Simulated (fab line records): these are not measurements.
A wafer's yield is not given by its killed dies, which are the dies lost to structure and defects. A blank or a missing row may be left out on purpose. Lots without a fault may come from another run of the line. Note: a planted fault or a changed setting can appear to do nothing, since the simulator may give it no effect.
Lot-split experiment	flow berkeley cmos170	5 lots, 23 wafers read, on a route of 331 steps

== ABOUT THE SPLIT ==
At UCB170_NWELL_OXIDATION_01 (target thk 26.4 nm, ox time 1260 s), the setting temp c was moved away from the recipe's 1000 C on 15 of the 23 wafers read, by -2.9% to -2.7%. This setting was run at the recipe's value on the other wafers.

There is no step in the file separating the split from the reading.

== THE READING ==
Values of NWELL_OXIDE_THK in nm from UCB170_NWELL_THK_MEAS_02. Fault-free wafers of this fab line usually give 26.3 nm, standard deviation 0.54 nm.

wafer	tool, chamber at the split	temp c as run, C	against the recipe	NWELL_OXIDE_THK, nm	against lot-mates on the recipe
L075.1	-, -	970.6	-2.9%	20.3	no lot-mate on the recipe
L075.2	-, -	970.6	-2.9%	19.8	no lot-mate on the recipe
L075.3	-, -	970.6	-2.9%	19.8	no lot-mate on the recipe
L075.4	-, -	970.6	-2.9%	20.1	no lot-mate on the recipe
L075.5	-, -	970.6	-2.9%	19.8	no lot-mate on the recipe
L076.1	-, -	972.7	-2.7%	21.1	no lot-mate on the recipe
L076.3	-, -	972.7	-2.7%	20.9	no lot-mate on the recipe
L076.4	-, -	972.7	-2.7%	21.4	no lot-mate on the recipe
L076.5	-, -	972.7	-2.7%	21.0	no lot-mate on the recipe
L076.6	-, -	972.7	-2.7%	20.9	no lot-mate on the recipe
L080.1	-, -	972.9	-2.7%	19.1	no lot-mate on the recipe
L080.3	-, -	972.9	-2.7%	19.9	no lot-mate on the recipe
L080.4	-, -	972.9	-2.7%	19.1	no lot-mate on the recipe
L080.5	-, -	972.9	-2.7%	19.4	no lot-mate on the recipe
L080.6	-, -	972.9	-2.7%	19.3	no lot-mate on the recipe
L082.1	-, -	1000	recipe	26.0	-
L082.2	-, -	1000	recipe	25.9	-
L082.3	-, -	1000	recipe	26.0	-
L082.5	-, -	1000	recipe	26.4	-
L082.6	-, -	1000	recipe	26.2	-
L085.1	furnace-02, 0	1000	recipe	27.7	-
L085.3	furnace-02, 0	1000	recipe	27.1	-
L085.5	furnace-02, 0	1000	recipe	27.0	-

FIT RESULTS
A straight line over all 23 wafers: NWELL_OXIDE_THK changes by +2.29 nm for each +1% of temp c; r = +0.97; the points scatter about the line by 0.74 nm.
Too few moved wafers with a lot-mate on the recipe to fit a line net of each lot's own level.

== THE WHOLE CHAIN: every reading that the file lists as answering this split, in the file's order ==
step	what it does	reading	change (the file's fit)	r (the file's)
UCB170_NWELL_OXIDATION_01	target thk 26.4 nm, ox time 1260 s	SiO2_of_NWELL_OXIDATION_01.thk nm (the simulator's own value, which no gauge read)	+2.29 nm for each +1% of the setting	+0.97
UCB170_NWELL_THK_MEAS_02		NWELL_OXIDE_THK	+2.29 for each +1% of the setting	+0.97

== THE FILE'S OWN FIT ==
NWELL_OXIDE_THK changes by +2.29 nm for each +1% of temp c, r = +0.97.
